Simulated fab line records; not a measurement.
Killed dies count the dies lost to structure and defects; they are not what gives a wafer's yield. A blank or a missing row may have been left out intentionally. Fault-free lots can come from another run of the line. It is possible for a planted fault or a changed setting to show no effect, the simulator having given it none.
fab line records :: flow ritCmos
record:
  lots: 7
  wafers: 21
  lastDay: 7
route steps=202 shown PWELL@49 WELLDRIVE@50 NWELL@51 NRETRO@53 M1@202
lots that met no fault: taken from a fault-free run of the same line
startH: hours from the record's opening day to when the first of the lot's shown wafers began :: waitH: hours elapsed since this lot's preceding step :: " identical to the entry in the row above :: L1.1+2: a single row standing in for several wafers :: - value missing, or start not given :: * or withheld: withheld :: < > ~ a bound
route shown NAME@n: a module of which the file shows steps, and the number in the route of the first :: usual: mean and standard deviation over wafers with no fault :: same: alike in all rows :: chamber/n: place in a boat :: sites: per-site readings :: _std_site: the standard deviation of these :: _edge_site: the outer-site mean with the inner-site mean subtracted :: radiusMm: how far each site lies from the wafer's centre :: mask NAME#n: copy n :: behind: the tool/chamber that last shaped the wafer :: hold: the reason the lot was held/the length of the hold in hours/how it ended :: device: whichever transistor did not switch (one of n, p or np) :: end of line: the route-end tests of the same wafers :: step lacking rows: just its recipe :: killed: dies that structure and defects cost at the first sort, which is not the same as the wafer's yield :: map: a wafer's dies, x killed, . not, _ none there
set.NAME: the run value of the setting; set.NAME@STEP: its run value at that earlier step :: model.NAME: the simulator's own value behind a step, which no gauge read
lots at selected steps of the route; one table per step, one row per wafer
services: the hour from which a tool's chamber was out of use, counted from the record's first day as startH (under 0 if before that day), plus the number of hours and why
== steps ==
step: RIT_PWELL_TW_MEAS_10
usual:
  PWELL_TW: 956/4.7
lot.wafer: L540.2
tool: filmMetro-03
chamber: -
startH: 47.43
waitH: 0.1
PWELL_TW: 958

lot.wafer: L540.3
tool: filmMetro-03
chamber: -
startH: 47.43
waitH: 0.1
PWELL_TW: 960

lot.wafer: L540.5
tool: filmMetro-03
chamber: -
startH: 47.43
waitH: 0.1
PWELL_TW: 952

lot.wafer: L542.3
tool: filmMetro-01
chamber: -
startH: 58.61
waitH: 0.1
PWELL_TW: 960

lot.wafer: L542.5
tool: filmMetro-01
chamber: -
startH: 58.61
waitH: 0.1
PWELL_TW: 957

lot.wafer: L542.6
tool: filmMetro-01
chamber: -
startH: 58.61
waitH: 0.1
PWELL_TW: 957

lot.wafer: L552.3
tool: filmMetro-02
chamber: -
startH: 105.23
waitH: 0.1
PWELL_TW: 960

lot.wafer: L552.4
tool: filmMetro-02
chamber: -
startH: 105.23
waitH: 0.1
PWELL_TW: 962

lot.wafer: L552.5
tool: filmMetro-02
chamber: -
startH: 105.23
waitH: 0.1
PWELL_TW: 957

lot.wafer: L554.1
tool: filmMetro-02
chamber: -
startH: 118.63
waitH: 0.1
PWELL_TW: 961

lot.wafer: L554.2
tool: filmMetro-02
chamber: -
startH: 118.63
waitH: 0.1
PWELL_TW: 955

lot.wafer: L554.6
tool: filmMetro-02
chamber: -
startH: 118.63
waitH: 0.1
PWELL_TW: 959

lot.wafer: L555.4
tool: filmMetro-01
chamber: -
startH: 124.81
waitH: 0.1
PWELL_TW: 963

lot.wafer: L555.5
tool: filmMetro-01
chamber: -
startH: 124.81
waitH: 0.1
PWELL_TW: 962

lot.wafer: L555.6
tool: filmMetro-01
chamber: -
startH: 124.81
waitH: 0.1
PWELL_TW: 960

lot.wafer: L556.1
tool: filmMetro-01
chamber: -
startH: 128.62
waitH: 0.1
PWELL_TW: 956

lot.wafer: L556.4
tool: filmMetro-01
chamber: -
startH: 128.62
waitH: 0.1
PWELL_TW: 959

lot.wafer: L556.6
tool: filmMetro-01
chamber: -
startH: 128.62
waitH: 0.1
PWELL_TW: 964

lot.wafer: L558.1
tool: filmMetro-02
chamber: -
startH: 135.62
waitH: 0.1
PWELL_TW: 955

lot.wafer: L558.2
tool: filmMetro-02
chamber: -
startH: 135.62
waitH: 0.1
PWELL_TW: 952

lot.wafer: L558.6
tool: filmMetro-02
chamber: -
startH: 135.62
waitH: 0.1
PWELL_TW: 953
step: RIT_WELLDRIVE_ANNEAL_00
recipe:
  tempC: 1100
  timeS: 14700
  ambient: N2
step: RIT_WELLDRIVE_RS_MEAS_01
recipe:
  thkMeasGauge: four-point-probe
usual:
  NWELL_RS: 275.5/0.88
lot.wafer: L540.2
tool: filmMetro-01
chamber: -
startH: 53.17
waitH: 0.0
NWELL_RS[ohm/sq]: 275.1

lot.wafer: L540.3
tool: filmMetro-01
chamber: -
startH: 53.17
waitH: 0.0
NWELL_RS[ohm/sq]: 276.5

lot.wafer: L540.5
tool: filmMetro-01
chamber: -
startH: 53.17
waitH: 0.0
NWELL_RS[ohm/sq]: 275.2

lot.wafer: L542.3
tool: filmMetro-03
chamber: -
startH: 64.09
waitH: 0.0
NWELL_RS[ohm/sq]: 275.7

lot.wafer: L542.5
tool: filmMetro-03
chamber: -
startH: 64.09
waitH: 0.0
NWELL_RS[ohm/sq]: 275.7

lot.wafer: L542.6
tool: filmMetro-03
chamber: -
startH: 64.09
waitH: 0.0
NWELL_RS[ohm/sq]: 276.2

lot.wafer: L552.3
tool: filmMetro-01
chamber: -
startH: 113.20
waitH: 0.0
NWELL_RS[ohm/sq]: 275.5

lot.wafer: L552.4
tool: filmMetro-01
chamber: -
startH: 113.20
waitH: 0.0
NWELL_RS[ohm/sq]: 275.5

lot.wafer: L552.5
tool: filmMetro-01
chamber: -
startH: 113.20
waitH: 0.0
NWELL_RS[ohm/sq]: 275.7

lot.wafer: L554.1
tool: filmMetro-01
chamber: -
startH: 125.50
waitH: 0.0
NWELL_RS[ohm/sq]: 274.6

lot.wafer: L554.2
tool: filmMetro-01
chamber: -
startH: 125.50
waitH: 0.0
NWELL_RS[ohm/sq]: 274.1

lot.wafer: L554.6
tool: filmMetro-01
chamber: -
startH: 125.50
waitH: 0.0
NWELL_RS[ohm/sq]: 274.5

lot.wafer: L555.4
tool: filmMetro-01
chamber: -
startH: 130.39
waitH: 0.1
NWELL_RS[ohm/sq]: 275.7

lot.wafer: L555.5
tool: filmMetro-01
chamber: -
startH: 130.39
waitH: 0.1
NWELL_RS[ohm/sq]: 275.7

lot.wafer: L555.6
tool: filmMetro-01
chamber: -
startH: 130.39
waitH: 0.1
NWELL_RS[ohm/sq]: 275.8

lot.wafer: L556.1
tool: filmMetro-03
chamber: -
startH: 133.76
waitH: 0.0
NWELL_RS[ohm/sq]: 275.9

lot.wafer: L556.4
tool: filmMetro-03
chamber: -
startH: 133.76
waitH: 0.0
NWELL_RS[ohm/sq]: 276.2

lot.wafer: L556.6
tool: filmMetro-03
chamber: -
startH: 133.76
waitH: 0.0
NWELL_RS[ohm/sq]: 276.2

lot.wafer: L558.1
tool: filmMetro-01
chamber: -
startH: 140.90
waitH: 0.0
NWELL_RS[ohm/sq]: 275.2

lot.wafer: L558.2
tool: filmMetro-01
chamber: -
startH: 140.90
waitH: 0.0
NWELL_RS[ohm/sq]: 274.8

lot.wafer: L558.6
tool: filmMetro-01
chamber: -
startH: 140.90
waitH: 0.0
NWELL_RS[ohm/sq]: 275.5
step: RIT_WELLDRIVE_RS_MEAS_02
recipe:
  thkMeasGauge: four-point-probe
usual:
  PWELL_RS: 429.4/1.1
lot.wafer: L540.2
tool: filmMetro-01
chamber: -
startH: 53.29
waitH: 0.1
PWELL_RS[ohm/sq]: 429.4

lot.wafer: L540.3
tool: filmMetro-01
chamber: -
startH: 53.29
waitH: 0.1
PWELL_RS[ohm/sq]: 428.5

lot.wafer: L540.5
tool: filmMetro-01
chamber: -
startH: 53.29
waitH: 0.1
PWELL_RS[ohm/sq]: 430.2

lot.wafer: L542.3
tool: filmMetro-03
chamber: -
startH: 64.21
waitH: 0.1
PWELL_RS[ohm/sq]: 429.1

lot.wafer: L542.5
tool: filmMetro-03
chamber: -
startH: 64.21
waitH: 0.1
PWELL_RS[ohm/sq]: 429.8

lot.wafer: L542.6
tool: filmMetro-03
chamber: -
startH: 64.21
waitH: 0.1
PWELL_RS[ohm/sq]: 430.9

lot.wafer: L552.3
tool: filmMetro-01
chamber: -
startH: 113.32
waitH: 0.1
PWELL_RS[ohm/sq]: 427.5

lot.wafer: L552.4
tool: filmMetro-01
chamber: -
startH: 113.32
waitH: 0.1
PWELL_RS[ohm/sq]: 428.1

lot.wafer: L552.5
tool: filmMetro-01
chamber: -
startH: 113.32
waitH: 0.1
PWELL_RS[ohm/sq]: 427.3

lot.wafer: L554.1
tool: filmMetro-01
chamber: -
startH: 125.62
waitH: 0.1
PWELL_RS[ohm/sq]: 427.2

lot.wafer: L554.2
tool: filmMetro-01
chamber: -
startH: 125.62
waitH: 0.1
PWELL_RS[ohm/sq]: 427.5

lot.wafer: L554.6
tool: filmMetro-01
chamber: -
startH: 125.62
waitH: 0.1
PWELL_RS[ohm/sq]: 428.7

lot.wafer: L555.4
tool: filmMetro-01
chamber: -
startH: 130.51
waitH: 0.1
PWELL_RS[ohm/sq]: 427.8

lot.wafer: L555.5
tool: filmMetro-01
chamber: -
startH: 130.51
waitH: 0.1
PWELL_RS[ohm/sq]: 429.5

lot.wafer: L555.6
tool: filmMetro-01
chamber: -
startH: 130.51
waitH: 0.1
PWELL_RS[ohm/sq]: 429.6

lot.wafer: L556.1
tool: filmMetro-03
chamber: -
startH: 133.88
waitH: 0.1
PWELL_RS[ohm/sq]: 429.6

lot.wafer: L556.4
tool: filmMetro-03
chamber: -
startH: 133.88
waitH: 0.1
PWELL_RS[ohm/sq]: 429.5

lot.wafer: L556.6
tool: filmMetro-03
chamber: -
startH: 133.88
waitH: 0.1
PWELL_RS[ohm/sq]: 429.3

lot.wafer: L558.1
tool: filmMetro-01
chamber: -
startH: 141.02
waitH: 0.1
PWELL_RS[ohm/sq]: 430.5

lot.wafer: L558.2
tool: filmMetro-01
chamber: -
startH: 141.02
waitH: 0.1
PWELL_RS[ohm/sq]: 429.6

lot.wafer: L558.6
tool: filmMetro-01
chamber: -
startH: 141.02
waitH: 0.1
PWELL_RS[ohm/sq]: 430.3
step: RIT_NRETRO_HMDS_00
recipe:
  primeTimeS: 60
  primeTempC: 140
step: RIT_NRETRO_COAT_01
recipe:
  resist: NOVOLAK
  spinRpm: 2000
  resistThkNm: 1300
step: RIT_NRETRO_SOFTBAKE_02
recipe:
  resist: NOVOLAK
  tempC: 90
  timeS: 60
step: RIT_NRETRO_EXPOSE_03
recipe:
  maskId: M4
  na: 0.57
  targetCdNm: 43900
  doseMj: 250
step: RIT_NRETRO_PEB_04
recipe:
  resist: NOVOLAK
  tempC: withheld
  timeS: withheld
step: RIT_NRETRO_DEVELOP_05
recipe:
  resist: NOVOLAK
  developTimeS: 68
  devTempC: 23
step: RIT_NRETRO_OVL_MEAS_06
usual:
  NRETRO_OVL: -0.5/1.4
lot.wafer: L540.2
tool: overlay-02
chamber: -
startH: 54.49
waitH: -
NRETRO_OVL[nm]: 2.5

lot.wafer: L540.3
tool: overlay-02
chamber: -
startH: 54.49
waitH: -
NRETRO_OVL[nm]: 2.4

lot.wafer: L540.5
tool: overlay-02
chamber: -
startH: 54.49
waitH: -
NRETRO_OVL[nm]: -0.3

lot.wafer: L542.3
tool: overlay-01
chamber: -
startH: 65.19
waitH: -
NRETRO_OVL[nm]: -0.7

lot.wafer: L542.5
tool: overlay-01
chamber: -
startH: 65.19
waitH: -
NRETRO_OVL[nm]: -0.3

lot.wafer: L542.6
tool: overlay-01
chamber: -
startH: 65.19
waitH: -
NRETRO_OVL[nm]: 0.1

lot.wafer: L552.3
tool: overlay-01
chamber: -
startH: 114.29
waitH: -
NRETRO_OVL[nm]: 1.1

lot.wafer: L552.4
tool: overlay-01
chamber: -
startH: 114.29
waitH: -
NRETRO_OVL[nm]: 0.9

lot.wafer: L552.5
tool: overlay-01
chamber: -
startH: 114.29
waitH: -
NRETRO_OVL[nm]: 1.5

lot.wafer: L554.1
tool: overlay-01
chamber: -
startH: 126.75
waitH: -
NRETRO_OVL[nm]: 1.3

lot.wafer: L554.2
tool: overlay-01
chamber: -
startH: 126.75
waitH: -
NRETRO_OVL[nm]: 0.0

lot.wafer: L554.6
tool: overlay-01
chamber: -
startH: 126.75
waitH: -
NRETRO_OVL[nm]: -1.3

lot.wafer: L555.4
tool: overlay-02
chamber: -
startH: 131.47
waitH: -
NRETRO_OVL[nm]: -1.4

lot.wafer: L555.5
tool: overlay-02
chamber: -
startH: 131.47
waitH: -
NRETRO_OVL[nm]: -2.5

lot.wafer: L555.6
tool: overlay-02
chamber: -
startH: 131.47
waitH: -
NRETRO_OVL[nm]: -2.4

lot.wafer: L556.1
tool: overlay-01
chamber: -
startH: 135.00
waitH: -
NRETRO_OVL[nm]: 0.4

lot.wafer: L556.4
tool: overlay-01
chamber: -
startH: 135.00
waitH: -
NRETRO_OVL[nm]: 1.2

lot.wafer: L556.6
tool: overlay-01
chamber: -
startH: 135.00
waitH: -
NRETRO_OVL[nm]: -0.4

lot.wafer: L558.1
tool: overlay-01
chamber: -
startH: 142.15
waitH: -
NRETRO_OVL[nm]: 0.1

lot.wafer: L558.2
tool: overlay-01
chamber: -
startH: 142.15
waitH: -
NRETRO_OVL[nm]: -1.0

lot.wafer: L558.6
tool: overlay-01
chamber: -
startH: 142.15
waitH: -
NRETRO_OVL[nm]: 0.5
step: RIT_NRETRO_HARDBAKE_07
recipe:
  resist: NOVOLAK
  tempC: 140
  timeS: 120
step: RIT_NRETRO_IMPLANT_08
recipe:
  species: P
  energyKev: 70
  doseCm2: 1e+13
  tiltDeg: 7
usual:
  beamEnergyKeV: 69.998/0.024
lot.wafer: L540.2
tool: implanter-03
chamber: 0
startH: 54.79
waitH: 0.2
beamEnergyKeV: 69.979
model.implant.rpNm: 84.29
model.implant.drpNm: 33.94

lot.wafer: L540.3
tool: implanter-03
chamber: 0
startH: 54.79
waitH: 0.2
beamEnergyKeV: 70.044
model.implant.rpNm: 84.29
model.implant.drpNm: 33.94

lot.wafer: L540.5
tool: implanter-03
chamber: 0
startH: 54.79
waitH: 0.2
beamEnergyKeV: 69.992
model.implant.rpNm: 84.29
model.implant.drpNm: 33.94

lot.wafer: L542.3
tool: implanter-02
chamber: 0
startH: 65.51
waitH: 0.2
beamEnergyKeV: 70.014
model.implant.rpNm: 87.88
model.implant.drpNm: 33.94

lot.wafer: L542.5
tool: implanter-02
chamber: 0
startH: 65.51
waitH: 0.2
beamEnergyKeV: 70.033
model.implant.rpNm: 87.88
model.implant.drpNm: 33.94

lot.wafer: L542.6
tool: implanter-02
chamber: 0
startH: 65.51
waitH: 0.2
beamEnergyKeV: 70.021
model.implant.rpNm: 87.88
model.implant.drpNm: 33.94

lot.wafer: L552.3
tool: implanter-03
chamber: 0
startH: 114.62
waitH: 0.2
beamEnergyKeV: 75.087
model.implant.rpNm: 92.19
model.implant.drpNm: 36

lot.wafer: L552.4
tool: implanter-03
chamber: 0
startH: 114.62
waitH: 0.2
beamEnergyKeV: 75.105
model.implant.rpNm: 92.19
model.implant.drpNm: 36

lot.wafer: L552.5
tool: implanter-03
chamber: 0
startH: 114.62
waitH: 0.2
beamEnergyKeV: 75.148
model.implant.rpNm: 92.19
model.implant.drpNm: 36

lot.wafer: L554.1
tool: implanter-03
chamber: 0
startH: 127.03
waitH: 0.2
beamEnergyKeV: 75.093
model.implant.rpNm: 93.56
model.implant.drpNm: 36

lot.wafer: L554.2
tool: implanter-03
chamber: 0
startH: 127.03
waitH: 0.2
beamEnergyKeV: 75.126
model.implant.rpNm: 93.56
model.implant.drpNm: 36

lot.wafer: L554.6
tool: implanter-03
chamber: 0
startH: 127.03
waitH: 0.2
beamEnergyKeV: 75.120
model.implant.rpNm: 93.56
model.implant.drpNm: 36

lot.wafer: L555.4
tool: implanter-02
chamber: 0
startH: 131.81
waitH: 0.2
beamEnergyKeV: 69.999
model.implant.rpNm: 83.97
model.implant.drpNm: 33.94

lot.wafer: L555.5
tool: implanter-02
chamber: 0
startH: 131.81
waitH: 0.2
beamEnergyKeV: 69.982
model.implant.rpNm: 83.97
model.implant.drpNm: 33.94

lot.wafer: L555.6
tool: implanter-02
chamber: 0
startH: 131.81
waitH: 0.2
beamEnergyKeV: 70.014
model.implant.rpNm: 83.97
model.implant.drpNm: 33.94

lot.wafer: L556.1
tool: implanter-03
chamber: 0
startH: 135.29
waitH: 0.2
beamEnergyKeV: 75.089
model.implant.rpNm: 87.2
model.implant.drpNm: 36

lot.wafer: L556.4
tool: implanter-03
chamber: 0
startH: 135.29
waitH: 0.2
beamEnergyKeV: 75.088
model.implant.rpNm: 87.2
model.implant.drpNm: 36

lot.wafer: L556.6
tool: implanter-03
chamber: 0
startH: 135.29
waitH: 0.2
beamEnergyKeV: 75.079
model.implant.rpNm: 87.2
model.implant.drpNm: 36

lot.wafer: L558.1
tool: implanter-04
chamber: 0
startH: 142.44
waitH: 0.2
beamEnergyKeV: 69.990
model.implant.rpNm: 86.29
model.implant.drpNm: 33.94

lot.wafer: L558.2
tool: implanter-04
chamber: 0
startH: 142.44
waitH: 0.2
beamEnergyKeV: 70.017
model.implant.rpNm: 86.29
model.implant.drpNm: 33.94

lot.wafer: L558.6
tool: implanter-04
chamber: 0
startH: 142.44
waitH: 0.2
beamEnergyKeV: 69.986
model.implant.rpNm: 86.29
model.implant.drpNm: 33.94
step: RIT_NRETRO_STRIP_09
recipe:
  chemistry: O2
  timeS: 180
  resist: NOVOLAK
  platenTempC: withheld
  powerW: 500
  pressureMtorr: 4000
  o2FlowSccm: 4000
usual:
  drypumpMotorCurrentA: 5.9/0.52
lot.wafer: L540.2
tool: plasmaAsher-03
chamber: 0
startH: 54.92
waitH: 0.1
drypumpMotorCurrentA: 6.4
rfHoursCounterH: 41

lot.wafer: L540.3
tool: plasmaAsher-03
chamber: 1
startH: 54.92
waitH: 0.1
drypumpMotorCurrentA: 6.3
rfHoursCounterH: -

lot.wafer: L540.5
tool: plasmaAsher-03
chamber: 0
startH: 54.92
waitH: 0.1
drypumpMotorCurrentA: 6.4
rfHoursCounterH: -

lot.wafer: L542.3
tool: plasmaAsher-02
chamber: 0
startH: 65.67
waitH: 0.1
drypumpMotorCurrentA: 6.1
rfHoursCounterH: -

lot.wafer: L542.5
tool: plasmaAsher-02
chamber: 1
startH: 65.67
waitH: 0.1
drypumpMotorCurrentA: 5.3
rfHoursCounterH: -

lot.wafer: L542.6
tool: plasmaAsher-02
chamber: 0
startH: 65.67
waitH: 0.1
drypumpMotorCurrentA: 6.1
rfHoursCounterH: -

lot.wafer: L552.3
tool: plasmaAsher-02
chamber: 1
startH: 114.77
waitH: 0.1
drypumpMotorCurrentA: 5.3
rfHoursCounterH: -

lot.wafer: L552.4
tool: plasmaAsher-02
chamber: 0
startH: 114.77
waitH: 0.1
drypumpMotorCurrentA: 6.1
rfHoursCounterH: -

lot.wafer: L552.5
tool: plasmaAsher-02
chamber: 0
startH: 114.77
waitH: 0.1
drypumpMotorCurrentA: 6.1
rfHoursCounterH: -

lot.wafer: L554.1
tool: plasmaAsher-03
chamber: 0
startH: 127.18
waitH: 0.1
drypumpMotorCurrentA: 6.4
rfHoursCounterH: 48

lot.wafer: L554.2
tool: plasmaAsher-03
chamber: 1
startH: 127.18
waitH: 0.1
drypumpMotorCurrentA: 6.3
rfHoursCounterH: 48

lot.wafer: L554.6
tool: plasmaAsher-03
chamber: 1
startH: 127.18
waitH: 0.1
drypumpMotorCurrentA: 6.4
rfHoursCounterH: -

lot.wafer: L555.4
tool: plasmaAsher-03
chamber: 0
startH: 131.94
waitH: 0.1
drypumpMotorCurrentA: 6.5
rfHoursCounterH: -

lot.wafer: L555.5
tool: plasmaAsher-03
chamber: 0
startH: 131.94
waitH: 0.1
drypumpMotorCurrentA: 6.4
rfHoursCounterH: -

lot.wafer: L555.6
tool: plasmaAsher-03
chamber: 1
startH: 131.94
waitH: 0.1
drypumpMotorCurrentA: 6.3
rfHoursCounterH: -

lot.wafer: L556.1
tool: plasmaAsher-04
chamber: 0
startH: 135.44
waitH: 0.1
drypumpMotorCurrentA: 6.0
rfHoursCounterH: 2

lot.wafer: L556.4
tool: plasmaAsher-04
chamber: 1
startH: 135.44
waitH: 0.1
drypumpMotorCurrentA: 5.0
rfHoursCounterH: -

lot.wafer: L556.6
tool: plasmaAsher-04
chamber: 0
startH: 135.44
waitH: 0.1
drypumpMotorCurrentA: 6.0
rfHoursCounterH: -

lot.wafer: L558.1
tool: plasmaAsher-02
chamber: 1
startH: 142.59
waitH: 0.1
drypumpMotorCurrentA: 5.3
rfHoursCounterH: 48

lot.wafer: L558.2
tool: plasmaAsher-02
chamber: 0
startH: 142.59
waitH: 0.1
drypumpMotorCurrentA: 6.1
rfHoursCounterH: 48

lot.wafer: L558.6
tool: plasmaAsher-02
chamber: 1
startH: 142.59
waitH: 0.1
drypumpMotorCurrentA: 5.3
rfHoursCounterH: -
step: RIT_M1_PROBE_99
usual:
  killed_at_M0_to_M3: 0.0/0.14
  killedAtContacts: 0.1/0.27
  killedAtFrontEnd: 6.5/2.8
  killedDies: 6.6/2.8
  killedOpen: 3.5/2
  killedShort: 3.2/1.8
same:
  grossDies: 264
  killed_at_M4_up: 0
  killedAtBackSide: 0
  killedAtOther: 0
lot.wafer: L542.3
tool: prober-02
chamber: -
startH: 95.97
waitH: 0.2
killed_at_M0_to_M3: 0
killedAtContacts: 0
killedAtFrontEnd: 5
killedDies: 5
killedOpen: 4
killedShort: 1

lot.wafer: L542.5
tool: prober-02
chamber: -
startH: 96.07
waitH: 0.2
killed_at_M0_to_M3: 0
killedAtContacts: 0
killedAtFrontEnd: 3
killedDies: 3
killedOpen: 1
killedShort: 2

lot.wafer: L542.6
tool: prober-02
chamber: -
startH: 96.12
waitH: 0.2
killed_at_M0_to_M3: 0
killedAtContacts: 0
killedAtFrontEnd: 1
killedDies: 1
killedOpen: 0
killedShort: 1

lot.wafer: L552.3
tool: prober-01
chamber: -
startH: 149.26
waitH: 0.2
killed_at_M0_to_M3: 0
killedAtContacts: 0
killedAtFrontEnd: 6
killedDies: 6
killedOpen: 4
killedShort: 2

lot.wafer: L552.4
tool: prober-01
chamber: -
startH: 149.31
waitH: 0.2
killed_at_M0_to_M3: 0
killedAtContacts: 0
killedAtFrontEnd: 7
killedDies: 7
killedOpen: 3
killedShort: 4

lot.wafer: L552.5
tool: prober-01
chamber: -
startH: 149.36
waitH: 0.2
killed_at_M0_to_M3: 0
killedAtContacts: 0
killedAtFrontEnd: 13
killedDies: 13
killedOpen: 9
killedShort: 4

lot.wafer: L555.4
tool: prober-02
chamber: -
startH: 161.61
waitH: 0.2
killed_at_M0_to_M3: 0
killedAtContacts: 0
killedAtFrontEnd: 6
killedDies: 6
killedOpen: 5
killedShort: 1

lot.wafer: L555.5
tool: prober-02
chamber: -
startH: 161.66
waitH: 0.2
killed_at_M0_to_M3: 0
killedAtContacts: 0
killedAtFrontEnd: 4
killedDies: 4
killedOpen: 2
killedShort: 2

lot.wafer: L555.6
tool: prober-02
chamber: -
startH: 161.71
waitH: 0.2
killed_at_M0_to_M3: 0
killedAtContacts: 1
killedAtFrontEnd: 6
killedDies: 7
killedOpen: 2
killedShort: 5

lot.wafer: L556.1
tool: prober-01
chamber: -
startH: 166.15
waitH: 0.1
killed_at_M0_to_M3: 0
killedAtContacts: 0
killedAtFrontEnd: 5
killedDies: 5
killedOpen: 2
killedShort: 3

lot.wafer: L556.4
tool: prober-01
chamber: -
startH: 166.30
waitH: 0.2
killed_at_M0_to_M3: 0
killedAtContacts: 0
killedAtFrontEnd: 10
killedDies: 10
killedOpen: 3
killedShort: 7

lot.wafer: L556.6
tool: prober-01
chamber: -
startH: 166.40
waitH: 0.2
killed_at_M0_to_M3: 0
killedAtContacts: 0
killedAtFrontEnd: 7
killedDies: 7
killedOpen: 3
killedShort: 4

lot.wafer: L558.1
tool: prober-01
chamber: -
startH: 174.73
waitH: 0.1
killed_at_M0_to_M3: 0
killedAtContacts: 0
killedAtFrontEnd: 6
killedDies: 6
killedOpen: 4
killedShort: 2

lot.wafer: L558.2
tool: prober-01
chamber: -
startH: 174.78
waitH: 0.1
killed_at_M0_to_M3: 0
killedAtContacts: 0
killedAtFrontEnd: 10
killedDies: 10
killedOpen: 4
killedShort: 6

lot.wafer: L558.6
tool: prober-01
chamber: -
startH: 174.98
waitH: 0.2
killed_at_M0_to_M3: 0
killedAtContacts: 0
killedAtFrontEnd: 6
killedDies: 6
killedOpen: 2
killedShort: 4
killed by level:class
L542.3 GATE:geometricParticle:open=2 SPACER:geometricParticle:open=2 SPACER:geometricParticle:short=1
L542.5 GATE:geometricParticle:short=2 SILICIDE:geometricParticle:open=1
L542.6 GATE:geometricParticle:short=1
L552.3 GATE:geometricParticle:open=2 REOX:geometricParticle:open=2 REOX:geometricParticle:short=1 SPACER:geometricParticle:short=1
L552.4 GATE:geometricParticle:short=4 GATE:geometricParticle:open=2 SILICIDE:geometricParticle:open=1
L552.5 FOX2:geometricParticle:open=2 GATE:geometricParticle:open=2 REOX:geometricParticle:open=2 SPACER:geometricParticle:open=2 FOX1:geometricParticle:open=1 FOX2:geometricParticle:short=1 GATE:geometricParticle:short=1 SPACER:geometricParticle:short=1
L555.4 GATE:geometricParticle:open=3 GATE:geometricParticle:short=1 REOX:geometricParticle:open=1 SILICIDE:geometricParticle:open=1
L555.5 GATE:geometricParticle:short=2 GATE:geometricParticle:open=1 SILICIDE:geometricParticle:open=1
L555.6 GATE:geometricParticle:short=4 GATE:geometricParticle:open=1 REOX:geometricParticle:short=1 CONTACT:geometricParticle:open=1
L556.1 GATE:geometricParticle:open=2 GATE:geometricParticle:short=1 SPACER:geometricParticle:short=1 SILICIDE:geometricParticle:short=1
L556.4 GATE:geometricParticle:short=3 SILICIDE:geometricParticle:short=2 FOX1:geometricParticle:short=1 FOX2:geometricParticle:short=1 GATE:geometricParticle:open=1 REOX:geometricParticle:open=1 SILICIDE:geometricParticle:open=1
L556.6 GATE:geometricParticle:short=2 REOX:geometricParticle:short=2 SPACER:geometricParticle:open=2 FOX1:geometricParticle:open=1
L558.1 FOX1:geometricParticle:open=1 FOX2:geometricParticle:open=1 GATE:geometricParticle:short=1 GATE:geometricParticle:open=1 REOX:geometricParticle:open=1 SPACER:geometricParticle:short=1
L558.2 GATE:geometricParticle:open=3 FOX1:geometricParticle:short=2 GATE:geometricParticle:short=2 FOX2:geometricParticle:short=1 REOX:geometricParticle:short=1 SPACER:geometricParticle:open=1
L558.6 GATE:geometricParticle:short=3 FOX2:geometricParticle:open=2 SILICIDE:geometricParticle:short=1
== services ==
tool: implanter-02
chamber: -
startH: 102.54
hours: 3.8
kind: pm

tool: plasmaAsher-02
chamber: -
startH: 105.30
hours: 1.3
kind: repair

tool: plasmaAsher-04
chamber: -
startH: 108.75
hours: 9.0
kind: pm

tool: plasmaAsher-04
chamber: 0
startH: 108.75
hours: 9.0
kind: ventCycle

tool: plasmaAsher-04
chamber: 1
startH: 108.75
hours: 9.0
kind: ventCycle

tool: plasmaAsher-04
chamber: 0
startH: 117.75
hours: -
kind: clean

tool: plasmaAsher-04
chamber: 1
startH: 117.75
hours: -
kind: clean

tool: implanter-02
chamber: -
startH: 126.55
hours: 2.6
kind: repair
== key ==
firstSign:
  step: RIT_NRETRO_IMPLANT_08
  reading: beamEnergyKeV
  direction: up
  sigmas: 99+
  usual: 69.998
  struck: 75.104
effect none on later readings
modelEffect:
  step: RIT_NRETRO_IMPLANT_08
  value: implant.rpNm
  without: 84.63
  struck: 90.98
metAt RIT_NRETRO_IMPLANT_08
struckWafers L552.3,L552.4,L552.5,L554.1,L554.2,L554.6,L556.1,L556.4,L556.6
testerLeftOut L552,L554,L556
onsetBetween 54.79 114.62
fault:
  kind: processParameterDrift
  tool: implanter-03
  chamber: -
  onsetH: 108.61
  steps: RIT_NRETRO_IMPLANT_08
  channel: energyKev
  offset: 5.1069
  shape: step
  endH: 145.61
  actsIn: theseRecipesOnly
  stated: 70
testerLeftOut: of these lots the tester's yield and bins aren't shown, on N5 and GAA mostly nor the transistor test; their killed dies are dies lost to structure and defects alone, not to doping, threshold or leakage, so they don't give the yield
